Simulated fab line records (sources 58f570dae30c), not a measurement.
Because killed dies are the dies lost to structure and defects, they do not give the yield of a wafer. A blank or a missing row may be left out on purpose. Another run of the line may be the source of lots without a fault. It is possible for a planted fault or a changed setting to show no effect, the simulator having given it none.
The tool behind it: which one? | flow berkeleyCmos170 | 14 lots, 42 wafers sampled, at 3 steps of a route of 331

## WHAT THE GAUGES READ, wafer by wafer
UCB170_NLDD_TW_MEAS_11.
lot  | measured     | on           | NLDD_TW
L147 | day 7 22:56  | filmMetro-02 | 2220 2214 2233
L148 | day 8 10:55  | filmMetro-02 | 2197 2194 2203
L150 | day 8 11:11  | filmMetro-04 | 2213 2207 2222
L151 | day 8 11:28  | filmMetro-02 | 2208 2196 2195
L149 | day 8 11:46  | filmMetro-04 | 2223 2213 2214
L153 | day 8 23:28  | filmMetro-03 | 2178 2189 2180
L152 | day 9 00:16  | filmMetro-03 | 2173 2175 2187
L155 | day 9 16:44  | filmMetro-02 | 2228 2224 2229
L157 | day 10 06:44 | filmMetro-03 | 2189 2173 2185
L163 | day 11 08:10 | filmMetro-03 | 2288 2292 2295 2315 2298 2280
L162 | day 11 08:17 | filmMetro-04 | 2205 2207 2195
L165 | day 11 22:04 | filmMetro-04 | 2334 2325 2339 2346 2345 2341
L168 | day 12 07:59 | filmMetro-04 | 2217 2217 2228
L167 | day 12 08:29 | filmMetro-03 | 2153 2172 2168

UCB170_SDANNEAL_RS_MEAS_05: measures by four-point-probe.
lot  | measured     | on           | NLDD_RS (ohm/sq)
L147 | day 8 15:10  | filmMetro-03 | 619.4 618.8 618.2
L148 | day 9 01:12  | filmMetro-02 | 617.2 616.9 616.7
L150 | day 9 01:41  | filmMetro-02 | 616.5 616.4 616.8
L151 | day 9 01:28  | filmMetro-04 | 619.3 617.8 617.7
L149 | day 9 01:12  | filmMetro-03 | 619.3 620.1 616.2
L153 | day 9 12:59  | filmMetro-04 | 618.6 621.2 618.5
L152 | day 9 12:38  | filmMetro-03 | 620.2 620.1 620.4
L155 | day 10 03:50 | filmMetro-04 | 618.0 617.8 616.3
L157 | day 10 17:53 | filmMetro-02 | 619.0 620.1 618.2
L163 | day 11 20:14 | filmMetro-03 | 537.2 538.1 537.3 536.3 538.8 538.1
L162 | day 11 20:47 | filmMetro-03 | 618.2 616.7 616.7
L165 | day 12 08:29 | filmMetro-02 | 536.7 536.3 535.8 536.2 536.1 535.9
L168 | day 12 20:52 | filmMetro-02 | 617.0 617.7 617.9
L167 | day 12 22:10 | filmMetro-04 | 618.6 618.4 615.3

## TOOL THAT RAN EACH LOT (tool first, then ch and the chambers of the sampled wafers, then the start)
lot  | UCB170_NLDD_IMPLANT_09
L147 | implanter-02 ch 0, day 7 22:41
L148 | implanter-04 ch 0, day 8 10:40
L150 | implanter-02 ch 0, day 8 10:56
L151 | implanter-04 ch 0, day 8 11:14
L149 | implanter-04 ch 0, day 8 11:31
L153 | implanter-04 ch 0, day 8 23:14
L152 | implanter-01 ch 0, day 9 00:02
L155 | implanter-01 ch 0, day 9 16:29
L157 | implanter-04 ch 0, day 10 06:29
L163 | implanter-04 ch 0, day 11 07:55
L162 | implanter-02 ch 0, day 11 08:02
L165 | implanter-04 ch 0, day 11 21:49
L168 | implanter-01 ch 0, day 12 07:47
L167 | implanter-02 ch 0, day 12 08:13
- UCB170_NLDD_IMPLANT_09

## WHAT THE TOOLS THEMSELVES READ (means of the sampled wafers that have a number; where no wafer has one, the mark that the record gives instead)
UCB170_NLDD_IMPLANT_09.
lot  | tool         | doseIonsCm2 | faradayCurrentUA
L147 | implanter-02 | 5.000e+13   | 158.4
L148 | implanter-04 | 5.002e+13   | 160.8
L150 | implanter-02 | 5.007e+13   | 158.5
L151 | implanter-04 | 4.996e+13   | 157.2
L149 | implanter-04 | 5.001e+13   | 159.1
L153 | implanter-04 | 5.006e+13   | 156.9
L152 | implanter-01 | 5.006e+13   | 157.6
L155 | implanter-01 | 5.002e+13   | 158.4
L157 | implanter-04 | 5.002e+13   | 160.2
L163 | implanter-04 | 7.258e+13   | 228.9
L162 | implanter-02 | 5.003e+13   | 158.7
L165 | implanter-04 | 7.253e+13   | 228.9
L168 | implanter-01 | 4.997e+13   | 161.1
L167 | implanter-02 | 4.994e+13   | 160.6

## THE ANSWER, worked out from the rows above alone
Rule: what is usual is taken from the lots themselves. The widest of any qualifying gaps counts: lots, ordered by their means at a reading, are off when they make up no more than a third of the lots, leave a main group of 4 or more, and stand apart from it by 3 or more times the standard deviation of that group's means. The tables above print the reading to a certain number of digits; a main group whose means all agree to those digits is not used. A lot without any number at a reading at which 4 lots or more have one is off too. Where the step has rows for the other lots, those lots are counted as sound. First the gauges in route order, then the tools' own readings, where a lot's mean is used as printed above. At the first step where some lot is off, the reading lying furthest off is the one used; lots without a number count as furthest.
Off: at UCB170_NLDD_TW_MEAS_11 (NLDD_TW), L163, L165. The main group: mean 2201, standard deviation 19.
If a tool, at a process step before that reading, ran all the lots that are off and no sound lot after the first of them, it fits. The gauges at UCB170_NLDD_TW_MEAS_11 aren't tried: what is off there is off at UCB170_NLDD_IMPLANT_09 too, on other tools, and a gauge's error can't cause that. One fits: implanter-04 at UCB170_NLDD_IMPLANT_09. Its last sound lot is L157 (day 10 06:29), its first lot that is off L163 (day 11 07:55): a fault that began between those two fits.
The tool's own readings at UCB170_NLDD_IMPLANT_09 bear it out: on the lots that are off they differ by more than 5 times the standard deviation of the sound lots' means. doseIonsCm2 reads 7.256e+13 there against 5.001e+13 on the sound lots; faradayCurrentUA reads 228.9 there against 159.0 on the sound lots.

## WHAT THE SIMULATOR HAD INSERTED
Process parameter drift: implanter-04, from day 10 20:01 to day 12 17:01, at UCB170_NLDD_IMPLANT_09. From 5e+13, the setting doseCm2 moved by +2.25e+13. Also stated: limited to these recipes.
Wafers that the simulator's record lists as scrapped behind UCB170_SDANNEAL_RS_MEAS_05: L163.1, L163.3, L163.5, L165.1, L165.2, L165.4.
Struck lots among those shown: L163, L165. The rule above found the same.
